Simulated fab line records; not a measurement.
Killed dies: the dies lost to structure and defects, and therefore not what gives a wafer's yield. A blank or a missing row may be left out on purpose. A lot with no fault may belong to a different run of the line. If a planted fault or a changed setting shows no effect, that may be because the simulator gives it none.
fab line records + flow ritCmos
[record]
- lots = 15
- wafers = 45
- lastDay = 7
route steps=202 shown PWELL@44
lots that met no fault: from a run of the same line without faults
startH: start of the lot's first displayed wafer, in hours after the record's first day + waitH: hours elapsed since this lot's preceding step + " as in the row above + L1.1+2: several wafers, shown together as one row + - no value, or no start given + * or withheld: withheld + < > ~ a bound
route shown NAME@n: NAME is a module with steps in the file, n the number in the route of the first one + usual: mean and standard deviation over wafers with no fault + same: alike in all rows + chamber/n: place in a boat + sites: readings site by site + _std_site: standard deviation across them + _edge_site: the outer-site mean with the inner-site mean subtracted + radiusMm: for every site, how far away it sits from the centre of the wafer + mask NAME#n: copy n + behind: the last tool/chamber to shape the wafer + hold: the reason the lot was held/the length of the hold in hours/how it ended + device: the n, p or np transistor that did not switch + end of line: at the end of the route, the tests of the same wafers + for a step that has no rows: nothing shown but its recipe + killed: dies lost to structure and defects at the first sort, not the wafer's yield + map: a wafer's dies, x killed, . not, _ none there
set.NAME: the setting the step ran with; set.NAME@STEP: the setting that earlier step ran with + model.NAME: the simulator's own value behind a step, which no gauge read
the route's steps for a sample of lots (tables are steps, rows are wafers)
[[steps]]
[step RIT_PWELL_DEVELOP_05]
[recipe]
- resist = NOVOLAK
- developTimeS = 68
- devTempC = 23
[usual]
- chillPlateTempC = 23.00/0.093
- developTimeS = 68/0
| lot.wafer | tool          | chamber | startH | waitH | chillPlateTempC | developTimeS |
|-----------|---------------|---------|--------|-------|-----------------|--------------|
| L601.3    | lithoTrack-03 | 0       | 22     | -     | 22.98           | 68           |
| L601.4    | "             | 0       | "      | "     | 22.90           | 68           |
| L601.5    | "             | 0       | "      | "     | 22.97           | 68           |
| L603.2    | lithoTrack-01 | 0       | 31     | -     | 22.98           | 68           |
| L603.3    | "             | 0       | "      | "     | 22.96           | 68           |
| L603.4    | "             | 0       | "      | "     | 23.16           | 68           |
| L604.1    | lithoTrack-03 | 0       | 37     | -     | 23.03           | 68           |
| L604.2    | "             | 0       | "      | "     | 22.95           | 68           |
| L604.5    | "             | 0       | "      | "     | 22.95           | 68           |
| L607.1    | lithoTrack-03 | 0       | 52     | -     | 22.97           | 68           |
| L607.3    | "             | 0       | "      | "     | 23.06           | 68           |
| L607.6    | "             | 0       | "      | "     | 22.97           | 68           |
| L608.3    | lithoTrack-01 | 0       | 57     | -     | 22.84           | 68           |
| L608.4    | "             | 0       | "      | "     | 22.86           | 68           |
| L608.6    | "             | 0       | "      | "     | 22.80           | 68           |
| L609.3    | lithoTrack-03 | 0       | 62     | -     | 22.96           | 68           |
| L609.4    | "             | 0       | "      | "     | 23.08           | 68           |
| L609.6    | "             | 0       | "      | "     | 22.96           | 68           |
| L611.2    | lithoTrack-04 | 0       | 71     | -     | 23.14           | 68           |
| L611.4    | "             | 0       | "      | "     | 23.00           | 68           |
| L611.5    | "             | 0       | "      | "     | 22.95           | 68           |
| L612.1    | lithoTrack-04 | 0       | 76     | -     | 23.05           | 68           |
| L612.3    | "             | 0       | "      | "     | 23.08           | 68           |
| L612.4    | "             | 0       | "      | "     | 23.18           | 68           |
| L613.1    | lithoTrack-03 | -       | 82     | -     | -               | -            |
| L613.3    | "             | -       | "      | "     | -               | -            |
| L613.6    | "             | -       | "      | "     | -               | -            |
| L614.3    | lithoTrack-04 | -       | 86     | -     | -               | -            |
| L614.4    | "             | -       | "      | "     | -               | -            |
| L614.5    | "             | -       | "      | "     | -               | -            |
| L615.1    | lithoTrack-03 | -       | 91     | -     | -               | -            |
| L615.2    | "             | -       | "      | "     | -               | -            |
| L615.3    | "             | -       | "      | "     | -               | -            |
| L616.1    | lithoTrack-01 | 0       | 99     | -     | 22.98           | 68           |
| L616.3    | "             | 0       | "      | "     | 22.93           | 68           |
| L616.4    | "             | 0       | "      | "     | 22.80           | 68           |
| L620.3    | lithoTrack-04 | 0       | 118    | -     | 22.95           | 68           |
| L620.4    | "             | 0       | "      | "     | 23.08           | 68           |
| L620.5    | "             | 0       | "      | "     | 23.03           | 68           |
| L623.1    | lithoTrack-01 | 0       | 131    | -     | 23.05           | 68           |
| L623.4    | "             | 0       | "      | "     | 22.84           | 68           |
| L623.5    | "             | 0       | "      | "     | 23.01           | 68           |
| L624.2    | lithoTrack-04 | 0       | 136    | -     | 22.97           | 68           |
| L624.3    | "             | 0       | "      | "     | 22.92           | 68           |
| L624.5    | "             | 0       | 137    | -     | 23.04           | 68           |
[[key]]
[firstSign]
- step = RIT_PWELL_DEVELOP_05
- reading = toolRecord
- direction = missing
effect none on later readings
metAt RIT_PWELL_DEVELOP_05
struckLots L613,L614,L615
sortLeftOut L613.1,L613.3,L613.6,L614.3,L614.4,L614.5,L615.1,L615.2,L615.3
testerLeftOut L613,L614,L615
onsetBetween 76 82
[fault]
- kind = skippedStepWhole
- tool = lithoTrack-03,lithoTrack-04
- chamber = -
- onsetH = 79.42
- steps = RIT_PWELL_DEVELOP_05
- scope = struckLotsOnly
// testerLeftOut: of these lots the tester's yield and bins aren't shown, on N5 and GAA mostly nor the transistor test; their killed dies are dies lost to structure and defects alone, not to doping, threshold or leakage, so they don't give the yield
// sortLeftOut: the simulated sort isn't trusted on such a fault, so these wafers' sort isn't shown, and their yield isn't known
